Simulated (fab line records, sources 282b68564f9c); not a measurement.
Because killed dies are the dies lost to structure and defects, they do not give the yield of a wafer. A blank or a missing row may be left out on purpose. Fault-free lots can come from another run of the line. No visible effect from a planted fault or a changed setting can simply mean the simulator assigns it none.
fab line records -- flow rit_cmos
record lots=13, wafers=39, last_day=7
route steps=202 shown NLDD@112 PLDD@124
lots that met no fault: taken from a fault-free run of the same line
start_h: hours from the record's opening day to when the first of the lot's shown wafers began -- wait_h: how many hours have passed since the lot's step before this one -- " repeats the value in the row above -- L1.1+2: one row covering several wafers at once -- - no value, or no start given -- * or withheld: withheld -- < > ~ a bound
route shown NAME@n: names a module that has steps shown in the file, with the first one's number in the route -- usual: mean/standard deviation of fault-free wafers -- same: alike in all rows -- chamber/n: place in a boat -- sites: each site's reading -- _std_site: standard deviation of those values -- _edge_site: inner sites' mean taken away from outer sites' mean -- radius_mm: how far each site lies from the wafer's centre -- mask NAME#n: copy n -- behind: tool/chamber where the wafer was last shaped -- hold: why the lot was held/for how many hours/how that ended -- device: the transistor (n, p or np) that didn't switch -- end of line: the route-end tests of the same wafers -- for a step that has no rows: nothing shown but its recipe -- killed: not the wafer's yield, but the dies lost to structure and defects at the first sort -- map: a wafer's dies, marking killed ones x, the rest . and places with no die _
set.NAME: the setting as run; set.NAME@STEP: as run at that earlier step -- model.NAME: the simulator's own value behind a step, which no gauge read
the route's steps for a sample of lots (tables are steps, rows are wafers)
services: from which hour (start_h, from the record's first day; less than 0 if before it) a tool's chamber was out of use, for how many hours, and why
## steps
# step RIT_NLDD_STRIP_09
# recipe chemistry=O2, time_s=180, resist=NOVOLAK, platen_temp_c=withheld, power_w=500, pressure_mtorr=4000, o2_flow_sccm=4000
# usual drypump_motor_current_A=5.5/0.38, run_length_s=208.2/0.62
lot.wafer,tool,chamber,start_h,wait_h,drypump_motor_current_A,rf_hours_counter_h,run_length_s
L797.1,plasma_asher-04,0,48.41,0.1,5.3,40,208.0
L797.3,plasma_asher-04,1,48.41,0.1,6.1,-,207.7
L797.6,plasma_asher-04,1,48.41,0.1,6.0,-,208.0
L798.1,plasma_asher-03,1,57.03,0.1,5.4,22,208.9
L798.5,plasma_asher-03,0,57.03,0.1,5.2,-,208.0
L798.6,plasma_asher-03,1,57.03,0.1,5.4,-,209.3
L799.1,plasma_asher-02,1,59.05,0.1,5.3,44,207.6
L799.3,plasma_asher-02,1,59.05,0.1,5.3,-,207.8
L799.4,plasma_asher-02,0,59.05,0.1,6.2,-,209.5
L800.1,plasma_asher-03,0,64.70,0.1,5.1,22,207.7
L800.4,plasma_asher-03,0,64.70,0.1,5.2,-,207.6
L800.5,plasma_asher-03,0,64.70,0.1,5.2,-,208.1
L801.1,plasma_asher-02,0,68.84,0.1,6.2,45,209.1
L801.4,plasma_asher-02,1,68.84,0.1,5.3,-,207.6
L801.5,plasma_asher-02,1,68.84,0.1,5.3,-,207.9
L802.1,plasma_asher-04,0,73.17,0.1,5.3,42,208.1
L802.5,plasma_asher-04,0,73.17,0.1,5.3,-,208.3
L802.6,plasma_asher-04,1,73.17,0.1,6.0,-,208.1
L803.1,plasma_asher-04,0,77.27,0.1,5.3,43,207.6
L803.4,plasma_asher-04,0,77.27,0.1,5.3,-,208.3
L803.5,plasma_asher-04,0,77.27,0.1,5.3,-,207.8
L804.3,plasma_asher-03,1,85.19,0.1,5.4,-,209.6
L804.4,plasma_asher-03,0,85.19,0.1,5.2,-,207.8
L804.6,plasma_asher-03,0,85.19,0.1,5.2,-,208.0
L805.1,plasma_asher-02,0,92.69,0.1,6.2,48,208.8
L805.2,plasma_asher-02,1,92.69,0.1,5.3,48,207.7
L805.4,plasma_asher-02,0,92.69,0.1,6.2,-,208.8
L807.2,plasma_asher-04,1,98.04,0.1,6.0,45,208.1
L807.3,plasma_asher-04,1,98.04,0.1,6.0,-,207.7
L807.5,plasma_asher-04,1,98.04,0.1,6.0,-,208.3
L808.1,plasma_asher-04,0,106.58,0.1,5.3,46,207.9
L808.4,plasma_asher-04,0,106.58,0.1,5.3,-,207.6
L808.6,plasma_asher-04,1,106.58,0.1,6.0,-,207.6
L809.4,plasma_asher-04,0,109.31,0.1,5.3,-,72.4
L809.5,plasma_asher-04,0,109.31,0.1,5.3,-,72.2
L809.6,plasma_asher-04,1,109.31,0.1,6.1,-,72.3
L819.2,plasma_asher-02,1,162.92,0.1,5.2,5,207.9
L819.3,plasma_asher-02,0,162.92,0.1,6.2,-,209.1
L819.6,plasma_asher-02,1,162.92,0.1,5.2,-,207.6
# step RIT_PLDD_TW_MEAS_10
# usual PLDD_TW=2346/12
lot.wafer,tool,chamber,start_h,wait_h,PLDD_TW
L797.1,film_metro-04,-,50.13,0.1,2338
L797.3,film_metro-04,-,50.13,0.1,2337
L797.6,film_metro-04,-,50.13,0.1,2345
L798.1,film_metro-02,-,58.87,0.1,2337
L798.5,film_metro-02,-,58.87,0.1,2348
L798.6,film_metro-02,-,58.87,0.1,2333
L799.1,film_metro-01,-,60.65,0.1,2322
L799.3,film_metro-01,-,60.65,0.1,2325
L799.4,film_metro-01,-,60.65,0.1,2330
L800.1,film_metro-02,-,66.30,0.1,2345
L800.4,film_metro-02,-,66.30,0.1,2357
L800.5,film_metro-02,-,66.30,0.1,2351
L801.1,film_metro-01,-,70.47,0.1,2332
L801.4,film_metro-01,-,70.47,0.1,2334
L801.5,film_metro-01,-,70.47,0.1,2323
L802.1,film_metro-02,-,74.76,0.1,2347
L802.5,film_metro-02,-,74.76,0.1,2343
L802.6,film_metro-02,-,74.76,0.1,2348
L803.1,film_metro-02,-,78.86,0.1,2345
L803.4,film_metro-02,-,78.86,0.1,2348
L803.5,film_metro-02,-,78.86,0.1,2331
L804.3,film_metro-04,-,86.83,0.1,2338
L804.4,film_metro-04,-,86.83,0.1,2346
L804.6,film_metro-04,-,86.83,0.1,2353
L805.1,film_metro-02,-,94.29,0.1,2346
L805.2,film_metro-02,-,94.29,0.1,2346
L805.4,film_metro-02,-,94.29,0.1,2340
L807.2,film_metro-02,-,99.65,0.1,2362
L807.3,film_metro-02,-,99.65,0.1,2364
L807.5,film_metro-02,-,99.65,0.1,2358
L808.1,film_metro-01,-,108.18,0.1,2334
L808.4,film_metro-01,-,108.18,0.1,2359
L808.6,film_metro-01,-,108.18,0.1,2355
L809.4,film_metro-02,-,111.00,0.1,30
L809.5,film_metro-02,-,111.00,0.1,30
L809.6,film_metro-02,-,111.00,0.1,30
L819.2,film_metro-02,-,164.53,0.1,2354
L819.3,film_metro-02,-,164.53,0.1,2360
L819.6,film_metro-02,-,164.53,0.1,2351
## services
tool,chamber,start_h,hours,kind
plasma_asher-04,-,66.74,3.4,repair
plasma_asher-03,-,107.98,6.8,repair
plasma_asher-02,-,108.75,9.0,pm
plasma_asher-02,0,108.75,9.0,vent_cycle
plasma_asher-02,1,108.75,9.0,vent_cycle
plasma_asher-02,0,117.75,-,clean
plasma_asher-02,1,117.75,-,clean
plasma_asher-04,-,155.19,0.7,repair
## key
first_sign step=RIT_NLDD_STRIP_09, reading=run_length_s, direction=down, sigmas=99+, usual=*, struck=*
effect step=RIT_PLDD_TW_MEAS_10, reading=PLDD_TW, direction=down, sigmas=99+, usual=2346, struck=30
met_at RIT_NLDD_STRIP_09
struck_lots L809
sort_left_out L809.4,L809.5,L809.6
tester_left_out L809
onset_between 106.58 109.31
fault kind=strip_aborted, tool=plasma_asher-04, chamber=-, onset_h=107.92, steps=RIT_NLDD_STRIP_09, offset=0.6, end_h=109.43
# tester_left_out: of these lots the tester's yield and bins aren't shown, on N5 and GAA mostly nor the transistor test; their killed dies are dies lost to structure and defects alone, not to doping, threshold or leakage, so they don't give the yield
# sort_left_out: the simulated sort isn't trusted on such a fault, so these wafers' sort isn't shown, and their yield isn't known
